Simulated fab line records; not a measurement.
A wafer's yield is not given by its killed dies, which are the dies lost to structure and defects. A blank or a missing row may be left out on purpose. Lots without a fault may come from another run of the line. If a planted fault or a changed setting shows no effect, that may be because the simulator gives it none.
Which tool did it? ; flow rit_cmos ; 7 lots with 21 wafers sampled at 2 steps, on a route of 202 steps

== WHAT THE GAUGES SHOWED, per wafer ==
RIT_NWELL_OVL_MEAS_06.
lot;measured;on;NWELL_OVL (nm)
L646;day 2 06:35;overlay-02;-0.6 -0.9 -1.1
L648;day 2 14:26;overlay-01;-1.4 -1.9 -1.4
L650;day 3 02:53;overlay-02;0.0 -2.9 -2.1
L652;day 3 11:05;overlay-02;- - -
L661;day 5 07:58;overlay-02;1.2 0.1 -0.7
L664;day 5 21:03;overlay-02;-1.4 0.0 -1.2
L666;day 6 07:50;overlay-02;-0.4 -1.4 -0.7

== TOOL THAT RAN EACH LOT (tool first, then ch and the chambers of the sampled wafers, then the start) ==
lot;RIT_NWELL_COAT_01
L646;litho_track-02 ch 0, day 2 05:51
L648;litho_track-01 ch 0, day 2 13:44
L650;litho_track-02 ch 0, day 3 02:05
L652;litho_track-04, day 3 10:16
L661;litho_track-04 ch 0, day 5 06:58
L664;litho_track-04 ch 0, day 5 20:11
L666;litho_track-01 ch 0, day 6 06:56
- RIT_NWELL_COAT_01: resist thk 1300 nm.

== THE ANSWER, worked out from the rows above alone ==
Rule: usual is defined by the lots themselves. The widest of any qualifying gaps counts: lots, ordered by their means at a reading, are off when they make up no more than a third of the lots, leave a main group of 4 or more, and stand apart from it by 3 or more times the standard deviation of that group's means. The tables above print the reading to a certain number of digits; a main group whose means all agree to those digits is not used. A lot without any number at a reading at which 4 lots or more have one is off too. The other lots that the step has rows for count as sound.
Off: at RIT_NWELL_OVL_MEAS_06 (NWELL_OVL), L652. Without a number there: L652. The main group: mean -0.9 nm, standard deviation 0.61.
If a tool, at a process step before that reading, ran all the lots that are off and no sound lot after the first of them, it fits. The gauges at RIT_NWELL_OVL_MEAS_06 are tried like those tools. Not one of the candidates tried fits.

== WHAT WAS PUT IN BY THE SIMULATOR ==
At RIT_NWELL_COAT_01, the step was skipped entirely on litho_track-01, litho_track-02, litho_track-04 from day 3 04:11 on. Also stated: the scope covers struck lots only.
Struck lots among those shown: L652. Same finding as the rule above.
